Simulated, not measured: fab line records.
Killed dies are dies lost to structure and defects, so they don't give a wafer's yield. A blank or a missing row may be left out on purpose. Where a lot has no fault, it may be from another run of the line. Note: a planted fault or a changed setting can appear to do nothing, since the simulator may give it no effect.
Which of the tools did it? :: flow rit cmos :: 7 lots, 21 wafers sampled, at 2 steps of a route of 202

WHAT THE GAUGES SHOWED, per wafer
RIT_PRETRO_TW_MEAS_10.
lot: L578
measured: day 3 10:14
on: film metro-02
PRETRO_TW: 30.2 30.2 30.1 30.1 30.2 30.1

lot: L581
measured: day 4 05:04
on: film metro-02
PRETRO_TW: 475.9 478.7 478.9

lot: L587
measured: day 5 06:43
on: film metro-01
PRETRO_TW: 471.5 475.3 474.1

lot: L590
measured: day 5 22:57
on: film metro-01
PRETRO_TW: 476.4 475.2 472.3

lot: L592
measured: day 6 10:50
on: film metro-01
PRETRO_TW: 473.6 477.4 474.0

lot: L594
measured: day 6 16:59
on: film metro-04
PRETRO_TW: 478.6 475.3 475.2

lot: L596
measured: day 7 06:23
on: film metro-02
PRETRO_TW: 476.4 476.6 475.9

WHAT TOOL EACH LOT RAN ON (gives the tool, then ch and the chambers of the sampled wafers, and finally the start)
lot: L578
RIT_NRETRO_STRIP_09: plasma asher-03 ch 0,1, day 3 08:22

lot: L581
RIT_NRETRO_STRIP_09: plasma asher-02 ch 0,1, day 4 03:12

lot: L587
RIT_NRETRO_STRIP_09: plasma asher-04 ch 0,1, day 5 04:52

lot: L590
RIT_NRETRO_STRIP_09: plasma asher-02 ch 0,1, day 5 21:13

lot: L592
RIT_NRETRO_STRIP_09: plasma asher-03 ch 0,1, day 6 08:58

lot: L594
RIT_NRETRO_STRIP_09: plasma asher-03 ch 0,1, day 6 15:09

lot: L596
RIT_NRETRO_STRIP_09: plasma asher-04 ch 0,1, day 7 04:39
- RIT_NRETRO_STRIP_09: strips in O2, time 180 s.

THE ANSWER, worked out from the rows above alone
Rule: the lots themselves supply what counts as usual. The widest of any qualifying gaps counts: lots, ordered by their means at a reading, are off when they make up no more than a third of the lots, leave a main group of 4 or more, and stand apart from it by 3 or more times the standard deviation of that group's means. A main group is skipped when, at the precision printed for the reading in the tables above, its means are all equal. A lot without any number at a reading at which 4 lots or more have one is off too. Where the step has rows for the other lots, those lots are counted as sound.
Off: L578, at RIT_PRETRO_TW_MEAS_10 (PRETRO_TW). The main group: mean 475.6, standard deviation 1.4.
If a tool, at a process step before that reading, ran all the lots that are off and no sound lot after the first of them, it fits. Those tools and the gauges at RIT_PRETRO_TW_MEAS_10 are tried in the same way. Not one of the candidates tried fits.

WHAT THE SIMULATOR HAD INSERTED
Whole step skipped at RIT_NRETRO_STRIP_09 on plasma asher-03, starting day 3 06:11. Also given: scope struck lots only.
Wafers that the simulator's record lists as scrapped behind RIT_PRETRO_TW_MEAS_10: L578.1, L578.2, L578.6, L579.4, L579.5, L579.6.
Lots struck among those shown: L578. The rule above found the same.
